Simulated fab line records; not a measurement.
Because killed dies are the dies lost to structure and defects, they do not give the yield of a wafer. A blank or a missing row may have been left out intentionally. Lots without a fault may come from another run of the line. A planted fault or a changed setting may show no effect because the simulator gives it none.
A struck lot beside a sound one    flow berkeley cmos170    16 out of 331 route steps
Sound: these wafers, L628.2, L628.4, L628.6. Struck: wafers L637.1, L637.5. (L637.6 of the same lot was not struck and is left out.) The cause comes at the end.
Per side, at each step with rows, come the tool, then ch with its chambers, and then its first start. Under that, the readings that differ: sound wafers    struck wafers    difference of the means    sigmas: that difference in standard deviations of wafers without a fault.
alike: readings whose means differ by less than 2 such deviations, and words and numbers that are the same on both sides. not compared: withheld readings, readings that some wafer has no value for, bounds like >300 that may hide the same value, and numbers for which the record gives no deviation and whose values overlap.
A row with sigmas, a row that says differs or no value, or rows on one side alone: a step with any of these is where the two part. Numbers that have no deviation but don't overlap get no sigmas and don't part them. A reading missing from all wafers of one side parts the sides only when that side holds two or more wafers.

first, 1 step without rows for these wafers: UCB170_M3_SOFTBAKE_06 (time 60 s).
UCB170_M3_STRIP_07: strips in O2.
  sound on plasma asher-01 ch 0,1, day 10 03:23; struck on plasma asher-04 ch 0,1, day 11 07:53
  alike: drypump motor current A, oes product au, strip time to endpoint s
  not compared: rf hours counter h
then, 7 steps without rows for these wafers: UCB170_M3_STRIP_08 (strips KrF in DMSO, time 600 s); UCB170_M3_COAT_09; UCB170_M3_COAT_10 (resist thk 900 nm); UCB170_M3_SOFTBAKE_11 (time 60 s); UCB170_M3_EXPOSE_12 (exposes mask METAL3, target cd 700 nm); UCB170_M3_PEB_13; UCB170_M3_DEVELOP_14 (develop time 45 s).
UCB170_M3_CD_MEAS_15: the cd target is 700 nm.
  sound on cd sem-02 at day 10 04:56; struck on cd sem-02 at day 11 10:18
  alike: cd nm
UCB170_M3_OVL_MEAS_16:
  sound on overlay-01 at day 10 05:02; struck on overlay-02 at day 11 10:25
  alike: M3_OVL
UCB170_M3_ETCH_17: etches BARC in N2/H2.
  sound on rie diel-03 ch 1,2, day 10 05:04; struck on rie diel-01 ch 0,3, day 11 10:27
  alike: drypump motor current A, oes product au, throttle valve pct
UCB170_M3_METAL_ETCH_18: etches Al in Cl2/BCl3, stops on SiO2, target depth 1170 nm, time 195 s.
  sound on rie metal-01 ch 0,1, day 10 05:07; struck on rie metal-01 ch 1, day 11 10:30
reading                              sound              struck       difference  sigmas
model.KrF_of_M3_COAT_10.thk nm (nm)  219.4 229.3 229    379.9 379.6  +153.8      
model.M3.feature depth nm (nm)       939.3 963.7 938.1  875.6 873.2  -72.6       
model.etch.depth nm (nm)             883.5 907.7 882.1  875.6 873.2  -16.7       
  alike: drypump motor current A, oes product au, throttle valve pct
  not compared: rf hours counter h
UCB170_M3_STRIP_19: strips in O2.
  sound on plasma asher-04 ch 0, day 10 05:18; struck on plasma asher-04 ch 0, day 11 10:41
reading                sound              struck       difference  sigmas
oes product au (a.u.)  0.553 0.571 0.570  0.712 0.718  +0.150      +7
  alike: drypump motor current A
  not compared: rf hours counter h
UCB170_M3_CD_MEAS_90: the cd target is 700 nm.
  sound on cd sem-02 at day 10 05:25; struck on cd sem-01 at day 11 10:47
  alike: cd nm
UCB170_M3_PROBE_99:
  sound on prober-01 at day 10 05:41; struck on prober-01 at day 11 11:01
reading                            sound  struck  difference  sigmas
model.etest.antenna m3.over limit  0 0 0  1 1     +1          
model.etest.antenna m3.short       0 0 0  1 1     +1          
model.etest.antenna m2.over limit  0 0 0  1 1     +1          
model.etest.antenna m2.short       0 0 0  1 1     +1          

WHERE THEY PART
At UCB170_M3_STRIP_19 and nowhere else, as far as this record goes. Later steps at which nothing parts them and some readings are alike: UCB170_M3_CD_MEAS_90.

WHY: whatever the simulator had introduced
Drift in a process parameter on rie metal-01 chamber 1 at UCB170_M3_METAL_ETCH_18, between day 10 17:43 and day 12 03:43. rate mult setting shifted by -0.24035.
